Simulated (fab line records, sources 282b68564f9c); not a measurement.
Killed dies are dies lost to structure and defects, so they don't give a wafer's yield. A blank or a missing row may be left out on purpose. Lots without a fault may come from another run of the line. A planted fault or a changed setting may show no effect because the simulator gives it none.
A struck lot beside a sound one | flow rit_cmos | 19 steps out of a route of 202
Sound: wafers L872.2, L872.3, L872.5. Struck: wafers L879.3, L879.4, L879.5. The cause comes at the end.
At each step with rows: each side's tool, then ch and its chambers, then its first start. Under that, the readings that differ: sound wafers | struck wafers | difference of the means | sigmas: that difference in standard deviations of wafers without a fault.
alike: readings whose means differ by less than 2 such deviations, and words and numbers that are the same on both sides. not compared: withheld readings, readings that some wafer has no value for, bounds like >300 that may hide the same value, and numbers for which the record gives no deviation and whose values overlap.
The two part at a step that has a row with sigmas, a row that says differs or no value, or rows on one side only. Numbers that don't overlap but have no deviation are shown without sigmas and don't part them. A reading that every wafer of one side lacks parts them only if that side has two wafers or more.

first, 4 steps without rows for these wafers: RIT_PSD_SOFTBAKE_02 (time 60 s); RIT_PSD_EXPOSE_03 (exposes mask M10, target cd 40900 nm); RIT_PSD_PEB_04; RIT_PSD_DEVELOP_05 (develop time 50 s).
RIT_PSD_OVL_MEAS_06:
  sound on overlay-02, day 3 11:34; struck on overlay-01, day 4 17:17
  alike: PSD_OVL
then, 2 steps without rows for these wafers: RIT_PSD_HARDBAKE_07 (time 60 s); RIT_PSD_IMPLANT_08.
RIT_PSD_STRIP_09: strips in O2, time 180 s.
  sound on plasma_asher-01 ch 0,1, day 3 11:54; struck on plasma_asher-01 ch 0,1, day 4 17:40
  alike: drypump_motor_current_A
  not compared: rf_hours_counter_h
RIT_PSD_TW_MEAS_10:
  sound on film_metro-03, day 3 12:05; struck on film_metro-02, day 4 17:48
  alike: PSD_TW
then, 3 steps without rows for these wafers: RIT_SDANNEAL_CLEAN_00 (cleans in SC1, time 600 s); RIT_SDANNEAL_CLEAN_01 (cleans in dHF, time 30 s); RIT_SDANNEAL_CLEAN_02 (cleans in SC2, time 600 s).
RIT_SDANNEAL_RTA_03: time 5 s.
  sound on rtp_anneal-01 ch 0, day 3 12:31; struck on rtp_anneal-02 ch 0, day 4 18:14
  alike: wafer_temp_C_max
RIT_SDANNEAL_RS_MEAS_04: measures by four-point-probe.
  sound on film_metro-02, day 3 12:35; struck on film_metro-03, day 4 18:19
  reading         | sound                | struck            | difference | sigmas
  PSD_RS (ohm/sq) | 115.41 115.80 115.79 | 96.15 96.42 96.79 | -19.21     | -66
RIT_SDANNEAL_RS_MEAS_05: measures by four-point-probe.
  sound on film_metro-02, day 3 12:42; struck on film_metro-03, day 4 18:26
  reading         | sound             | struck            | difference | sigmas
  NSD_RS (ohm/sq) | 84.33 84.57 84.60 | 83.51 83.37 83.29 | -1.11      | -4
RIT_SDANNEAL_RS_MEAS_06: measures by four-point-probe.
  sound on film_metro-02, day 3 12:49; struck on film_metro-03, day 4 18:33
  reading          | sound             | struck            | difference | sigmas
  PLDD_RS (ohm/sq) | 178.4 178.9 178.6 | 162.3 162.0 162.5 | -16.4      | -34
RIT_SDANNEAL_RS_MEAS_07: measures by four-point-probe.
  sound on film_metro-02, day 3 12:56; struck on film_metro-03, day 4 18:40
  alike: NLDD_RS
then, 1 step without rows for these wafers: RIT_SILICIDE_WET_ETCH_00 (etches SiO2 in BOE, target depth 14 nm, time 15 s).
RIT_M1_PROBE_99:
  sound on prober-02, day 3 20:17; struck on prober-01, day 5 01:54
  alike: killed_at_front_end, killed_dies, killed_open, killed_short

WHERE THEY PART
First at RIT_SDANNEAL_RS_MEAS_04; last, within this record, at RIT_SDANNEAL_RS_MEAS_06. Later steps at which nothing parts them and some readings are alike: RIT_SDANNEAL_RS_MEAS_07, RIT_M1_PROBE_99.

WHY: what the simulator had put in
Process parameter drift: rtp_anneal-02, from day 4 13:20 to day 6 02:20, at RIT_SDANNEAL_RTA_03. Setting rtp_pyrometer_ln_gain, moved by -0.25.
